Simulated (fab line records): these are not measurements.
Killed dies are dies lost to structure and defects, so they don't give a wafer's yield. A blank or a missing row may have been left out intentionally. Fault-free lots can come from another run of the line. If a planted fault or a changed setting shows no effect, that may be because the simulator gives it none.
Comparing a struck lot with a sound one -- flow rit-cmos -- 15 out of 202 route steps
Sound: the wafers L363.1, L363.5, L363.6. Wafers struck: L369.1, L369.3, L369.4. The cause is given at the end.
Order at every step that has rows: each side's tool, ch and its chambers, its first start. Under that, the readings that differ: sound wafers -- struck wafers -- difference of the means -- sigmas: that difference in standard deviations of wafers without a fault.
alike: words and numbers the same on both sides, and readings whose means are apart by under 2 such deviations; not compared: readings that were withheld, readings missing a value for some wafer, numbers with overlapping values and no deviation given by the record, and bounds like >300 which may hide the same value.
A row with sigmas, a row that says differs or no value, or rows on one side alone: a step with any of these is where the two part. When numbers do not overlap yet have no deviation, they are printed without sigmas and do not part them. A reading missing from all wafers of one side parts the sides only when that side holds two or more wafers.

first, 1 step without rows for these wafers: RIT_PLDD_IMPLANT_08.
RIT_PLDD_STRIP_09: strips in O2, time 180 s.
  sound on plasma-asher-02 ch 0,1, day 3 10:02; struck on plasma-asher-04 ch 0,1, day 4 17:09
  alike: drypump-motor-current-A
  not compared: rf-hours-counter-h
RIT_PLDD_TW_MEAS_10:
  sound: film-metro-01 at day 3 10:13; struck: film-metro-02 at day 4 17:20
  alike: PLDD_TW
then, 4 steps without rows for these wafers: RIT_SPACER_CLEAN_00 (cleans in SC1, time 600 s); RIT_SPACER_CLEAN_01 (cleans in dHF, time 30 s); RIT_SPACER_CLEAN_02 (cleans in SC2, time 600 s); RIT_SPACER_CVD_03 (deposits Si3N4 from SiH2Cl2/NH3, target thk 250 nm, time 3300 s).
RIT_SPACER_THK_MEAS_04:
  sound: film-metro-01 at day 3 12:35; struck: film-metro-01 at day 4 19:40
  alike: SPACER_NITRIDE_THK
RIT_SPACER_ETCHBACK_05: etches Si3N4 in SF6/CHF3, stops on SiO2, target depth 250 nm, time 240 s.
  sound on rie-diel-04 ch 0,1,2, day 3 12:38; struck on rie-diel-02 ch 0,1,2, day 4 19:44
  alike: drypump-motor-current-A, oes-product-au, throttle-valve-pct
  not compared: rf-hours-counter-h
then, 3 steps without rows for these wafers: RIT_NSD_HMDS_00 (prime time 60 s); RIT_NSD_COAT_01 (resist thk 1000 nm); RIT_NSD_SOFTBAKE_02 (time 60 s).
RIT_NSD_EXPOSE_03: exposes mask M9, target cd 40700 nm.
  sound on iline-stepper-02 ch 0, day 3 13:26; struck on iline-stepper-01 ch 0, day 4 20:20
reading,sound,struck,difference,sigmas
model.NSD.overlay-x-nm (nm),-0.3097 -0.3097 -0.3097,2.934 2.934 2.934,+3.244,
  alike: mask
then, 1 step without rows for these wafers: RIT_NSD_PEB_04.
RIT_M1_PROBE_99:
  sound: prober-01 at day 3 23:32; struck: prober-02 at day 5 06:46
  alike: killed-at-contacts, killed-at-front-end, killed-dies, killed-open, killed-short

## WHERE THEY PART
Nowhere in this record.

WHY: what the simulator had put in
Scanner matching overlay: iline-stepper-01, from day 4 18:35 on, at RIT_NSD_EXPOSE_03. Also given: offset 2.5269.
